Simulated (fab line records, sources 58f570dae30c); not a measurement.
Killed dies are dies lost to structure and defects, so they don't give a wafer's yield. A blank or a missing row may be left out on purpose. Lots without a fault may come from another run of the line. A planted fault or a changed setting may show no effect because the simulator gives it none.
One fault seen from 2 desks | flow berkeley_cmos170 | each desk has only its own numbers; what lay behind them comes last

THE METROLOGY DESK
What the gauges read, lot by lot, whatever tool the lot ran on: means of the sampled wafers that have a number. A lot is out of limits, marked OUT, if its mean lies more than 4 standard deviations from the usual mean; the brackets give that distance.
Columns: A = M3_AL_THK at UCB170_M3_THK_MEAS_03, usual 914 nm
lot  | first seen here | A
L394 | day 8 20:55     | 921
L397 | day 9 00:37     | 901
L395 | day 9 00:43     | 903
L399 | day 9 14:22     | 922
L400 | day 10 11:51    | 908
L402 | day 10 14:10    | 924
L401 | day 10 14:40    | 909
L404 | day 10 16:09    | 908
L405 | day 10 18:50    | 906
L412 | day 12 19:36    | 928
L415 | day 13 13:39    | 919
L413 | day 13 15:30    | 905
L414 | day 13 19:30    | 928
L417 | day 13 22:05    | 913
This desk's finding: nothing out of limits on any of the 14 lots.

THE TOOL OWNER'S DESK: rie_metal-03
The tool's own readings at UCB170_M3_METAL_ETCH_18 (etches Al in Cl2/BCl3, stops on SiO2, target depth 1170 nm, time 195 s): means of the sampled wafers that have a number, for each lot that ran on this tool. A lot is out of limits, marked OUT, if its mean lies more than 4 standard deviations from the usual mean; the brackets give that distance.
Columns: A = drypump_motor_current_A at UCB170_M3_METAL_ETCH_18, usual 5.5 A; B = oes_product_au at UCB170_M3_METAL_ETCH_18, usual 0.851 a.u.; C = run_length_s at UCB170_M3_METAL_ETCH_18, usual 223.7 s; D = throttle_valve_pct at UCB170_M3_METAL_ETCH_18, usual 24.34 %
lot  | first seen here | A   | B     | C     | D
L394 | day 8 22:46     | 5.9 | 0.850 | 223.4 | 24.35
L395 | day 9 03:12     | 5.9 | 0.838 | 223.4 | 24.33
L399 | day 9 16:45     | 6.1 | 0.847 | 223.4 | 24.50
L400 | day 10 14:11    | 5.9 | 0.835 | 223.4 | 24.32
L401 | day 10 17:04    | 5.9 | 0.823 | 226.7 | 24.34
L405 | day 10 21:00    | 5.9 | 0.830 | 226.8 | 24.33
This desk's finding: nothing out of limits on any of the 6 lots.

PUT TOGETHER
The metrology desk saw nothing out of limits.
The tool owner's desk saw nothing out of limits.

WHAT THE SIMULATOR HAD PUT IN
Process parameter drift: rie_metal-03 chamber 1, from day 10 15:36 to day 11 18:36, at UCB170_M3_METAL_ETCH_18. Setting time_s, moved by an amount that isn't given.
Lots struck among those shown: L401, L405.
